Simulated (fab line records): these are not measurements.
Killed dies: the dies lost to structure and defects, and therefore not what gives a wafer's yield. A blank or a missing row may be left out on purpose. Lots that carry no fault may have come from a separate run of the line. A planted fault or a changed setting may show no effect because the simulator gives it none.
Which tool did it? ; flow berkeley-cmos170 ; 13 lots, 39 wafers sampled, at 6 steps of a route of 331

WHAT THE GAUGES READ, wafer by wafer
UCB170_V1_THK_MEAS_04. Usual: V1_POLISHED_THK typically reads 1000.2 nm, with standard deviation 1.
lot;measured;on;V1_POLISHED_THK (nm);flag
L108;day 7 05:17;film-metro-02;1000.1 1001.5 999.1;
L109;day 7 15:44;film-metro-02;999.6 999.3 1000.2;
L110;day 7 15:46;film-metro-01;998.3 1000.2 998.7;
L111;day 8 01:53;film-metro-02;997.5 999.1 999.8;
L112;day 8 01:52;film-metro-01;1000.2 1000.2 998.3;
L113;day 8 12:14;film-metro-02;1000.7 999.6 1000.2;
L117;day 9 01:14;film-metro-02;1000.0 1001.1 1001.4;
L120;day 9 14:33;film-metro-01;1001.9 1002.8 999.6;
L119;day 9 17:24;film-metro-02;1000.2 1001.1 999.6;
L118;day 9 17:23;film-metro-01;999.2 999.1 999.2;
L122;day 10 03:34;film-metro-02;999.9 749.9 1001.0;OFF
L124;day 10 16:38;film-metro-02;999.5 1000.4 1001.9;
L131;day 12 04:19;film-metro-01;999.7 1000.1 999.2;

UCB170_M2_RS_MEAS_02: measures by four-point-probe. Usual: M2_AL_RS typically reads 0.0323 ohm/sq, with standard deviation 0.00037.
lot;measured;on;M2_AL_RS (ohm/sq);flag
L108;day 7 07:33;film-metro-01;0.0318 0.0322 0.0315;
L109;day 7 19:05;film-metro-04;0.0326 0.0323 0.0325;
L110;day 7 19:02;film-metro-01;0.0324 0.0323 0.0325;
L111;day 8 03:58;film-metro-03;0.0323 0.0325 0.0322;
L112;day 8 04:05;film-metro-01;0.0322 0.0324 0.0322;
L113;day 8 14:22;film-metro-03;0.0332 0.0329 0.0326;
L117;day 9 04:13;film-metro-01;0.0325 0.0326 0.0324;
L120;day 9 18:25;film-metro-04;0.0327 0.0330 0.0326;
L119;day 9 19:49;film-metro-03;0.0319 0.0322 0.0321;
L118;day 9 20:03;film-metro-01;0.0327 0.0326 0.0325;
L122;day 10 05:34;film-metro-03;0.0326 0.0322 0.0325;
L124;day 10 19:51;film-metro-03;0.0325 0.0327 0.0324;
L131;day 12 07:08;film-metro-04;0.0328 0.0322 0.0321;

UCB170_M2_CD_MEAS_15: target cd 700 nm. Usual: cd-nm 699.5 nm, standard deviation 1.5.
lot;measured;on;cd-nm (nm);flag
L108;day 7 10:09;cd-sem-02;701.1 701.2 700.6;
L109;day 7 21:34;cd-sem-02;699.9 699.6 700.3;
L110;day 7 21:02;cd-sem-01;698.2 698.3 699.7;
L111;day 8 05:44;cd-sem-02;700.4 700.5 702.4;
L112;day 8 05:51;cd-sem-02;698.9 699.3 698.9;
L113;day 8 16:41;cd-sem-01;702.1 702.3 702.9;
L117;day 9 06:41;cd-sem-01;697.9 695.6 696.6;
L120;day 9 20:56;cd-sem-02;701.5 701.3 699.1;
L119;day 9 22:04;cd-sem-02;700.0 699.3 698.7;
L118;day 9 22:18;cd-sem-02;697.6 698.0 698.5;
L122;day 10 07:19;cd-sem-02;702.2 701.8 701.9;
L124;day 10 22:23;cd-sem-02;699.2 701.4 701.6;
L131;day 12 09:57;cd-sem-01;699.4 701.0 699.9;

WHICH TOOL RAN EACH LOT (tool, then ch and the chambers of the sampled wafers, then the start)
lot;UCB170_V1_CMP_02;UCB170_V1_ETCH_14;UCB170_M2_STRIP_07
L108;cmp-01 ch 0,1,3, day 7 04:57;rie-diel-03 ch 1,2,3, day 7 06:59;plasma-asher-03 ch 0, day 7 08:28
L109;cmp-02 ch 0,2,3, day 7 15:28;rie-diel-04 ch 1,3, day 7 18:32;plasma-asher-04 ch 0,1, day 7 19:49
L110;cmp-01 ch 1,2,3, day 7 15:28;rie-diel-02 ch 0,2, day 7 18:27;plasma-asher-03 ch 0,1, day 7 19:42
L111;cmp-02 ch 1,2,3, day 8 01:32;rie-diel-02 ch 0,3, day 8 03:23;plasma-asher-01 ch 0,1, day 8 04:36
L112;cmp-01 ch 1,2,3, day 8 01:32;rie-diel-03 ch 0,2,3, day 8 03:32;plasma-asher-04 ch 1, day 8 04:43
L113;cmp-02 ch 0,2,3, day 8 11:47;rie-diel-03 ch 1,2,3, day 8 13:50;plasma-asher-04 ch 0,1, day 8 15:00
L117;cmp-01 ch 1,3, day 9 00:49;rie-diel-03 ch 0,3, day 9 03:37;plasma-asher-04 ch 0,1, day 9 05:07
L120;cmp-01 ch 0,2, day 9 14:08;rie-diel-04 ch 0,3, day 9 17:46;plasma-asher-04 ch 0,1, day 9 19:11
L119;cmp-01 ch 1,2, day 9 16:58;rie-diel-04 ch 0,1,2, day 9 19:14;plasma-asher-01 ch 0,1, day 9 20:42
L118;cmp-02 ch 0,2,3, day 9 17:04;rie-diel-02 ch 2,3, day 9 19:30;plasma-asher-03 ch 1, day 9 20:41
L122;cmp-01 ch 0,2,3, day 10 03:18;rie-diel-04 ch 0,1, day 10 05:00;plasma-asher-04 ch 0,1, day 10 06:12
L124;cmp-02 ch 0,1,2, day 10 16:18;rie-diel-02 ch 0,1,2, day 10 19:16;plasma-asher-04 ch 0,1, day 10 20:29
L131;cmp-02 ch 0,2,3, day 12 04:01;rie-diel-02 ch 0,1,2, day 12 06:33;plasma-asher-01 ch 0,1, day 12 07:47
- UCB170_V1_CMP_02: polishes SiO2.
- UCB170_V1_ETCH_14: etches SiO2 in CHF3/CF4/Ar, stops on Al, target depth 1250 nm, time 291 s.
- UCB170_M2_STRIP_07: strips in O2.

AS READ BY THE TOOLS THEMSELVES (means over the sampled wafers that have a number; for cases with no such wafer, the mark the record gives instead)
UCB170_V1_CMP_02. Usual: motor-current-A 15.4 A, standard deviation 2.3.
lot;tool;motor-current-A (A);flag
L108;cmp-01;13.4;
L109;cmp-02;16.0;
L110;cmp-01;14.2;
L111;cmp-02;17.1;
L112;cmp-01;13.9;
L113;cmp-02;16.2;
L117;cmp-01;13.2;
L120;cmp-01;15.5;
L119;cmp-01;14.7;
L118;cmp-02;16.3;
L122;cmp-01;14.4;
L124;cmp-02;15.7;
L131;cmp-02;16.7;

UCB170_V1_ETCH_14. Usual: drypump-motor-current-A 5.6 A, standard deviation 0.45; oes-product-au 0.884 a.u., standard deviation 0.014; throttle-valve-pct 6.92 %, standard deviation 0.087.
lot;tool;drypump-motor-current-A (A);oes-product-au (a.u.);throttle-valve-pct (%);flag
L108;rie-diel-03;6.3;0.884;6.81;
L109;rie-diel-04;5.2;0.876;6.99;
L110;rie-diel-02;5.8;0.889;6.98;
L111;rie-diel-02;5.6;0.886;7.00;
L112;rie-diel-03;5.8;0.876;6.85;
L113;rie-diel-03;6.2;0.877;6.80;
L117;rie-diel-03;5.4;0.883;6.86;
L120;rie-diel-04;5.0;0.897;6.92;
L119;rie-diel-04;5.2;0.881;6.90;
L118;rie-diel-02;5.6;0.871;6.96;
L122;rie-diel-04;5.1;0.841;6.92;OFF
L124;rie-diel-02;5.7;0.886;6.95;
L131;rie-diel-02;5.7;0.887;6.95;

UCB170_M2_STRIP_07. Usual: drypump-motor-current-A 5.7 A, standard deviation 0.53; oes-product-au 0.735 a.u., standard deviation 0.0047; strip-time-to-endpoint-s 21.95 s, standard deviation 0.061.
lot;tool;drypump-motor-current-A (A);oes-product-au (a.u.);strip-time-to-endpoint-s (s);flag
L108;plasma-asher-03;6.0;0.731;21.96;
L109;plasma-asher-04;6.2;0.729;21.95;
L110;plasma-asher-03;5.4;0.738;22.05;
L111;plasma-asher-01;5.2;0.739;21.92;
L112;plasma-asher-04;6.1;0.735;22.04;
L113;plasma-asher-04;6.2;0.735;21.96;
L117;plasma-asher-04;6.2;0.737;22.00;
L120;plasma-asher-04;6.2;0.733;21.98;
L119;plasma-asher-01;5.5;0.737;21.88;
L118;plasma-asher-03;5.1;0.734;22.04;
L122;plasma-asher-04;6.2;0.732;21.85;
L124;plasma-asher-04;6.1;0.737;21.93;
L131;plasma-asher-01;5.5;0.736;21.97;

THE ANSWER, worked out from the rows above alone
Rule: a lot is off if the mean of its wafers that have a number lies more than 3 standard deviations from the usual mean. Also off: a lot with no number at a reading for which 4 or more lots have one. Where the step has rows for the other lots, those lots are counted as sound. First the gauges in route order, then the tools' own readings, where a lot's mean is used as printed above. The first step at which some lot is off is used, and at that step the reading that is off furthest; a lot without a number counts as furthest.
Off: at UCB170_V1_THK_MEAS_04 (V1_POLISHED_THK), L122.
A tool fits if, at a process step before that reading, it ran every lot that is off, and no sound lot after the first of them. The gauges at UCB170_V1_THK_MEAS_04 aren't tried: what is off there is off at UCB170_V1_ETCH_14 too, on other tools, and a gauge's error can't cause that. One candidate fits, namely cmp-01 at UCB170_V1_CMP_02. Its last sound lot is L119 (day 9 16:58), its first lot that is off L122 (day 10 03:18): a fault that began between those two fits.

WHAT THE SIMULATOR HAD PUT IN
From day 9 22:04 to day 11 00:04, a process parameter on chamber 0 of cmp-01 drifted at UCB170_V1_CMP_02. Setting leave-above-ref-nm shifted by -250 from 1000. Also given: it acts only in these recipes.
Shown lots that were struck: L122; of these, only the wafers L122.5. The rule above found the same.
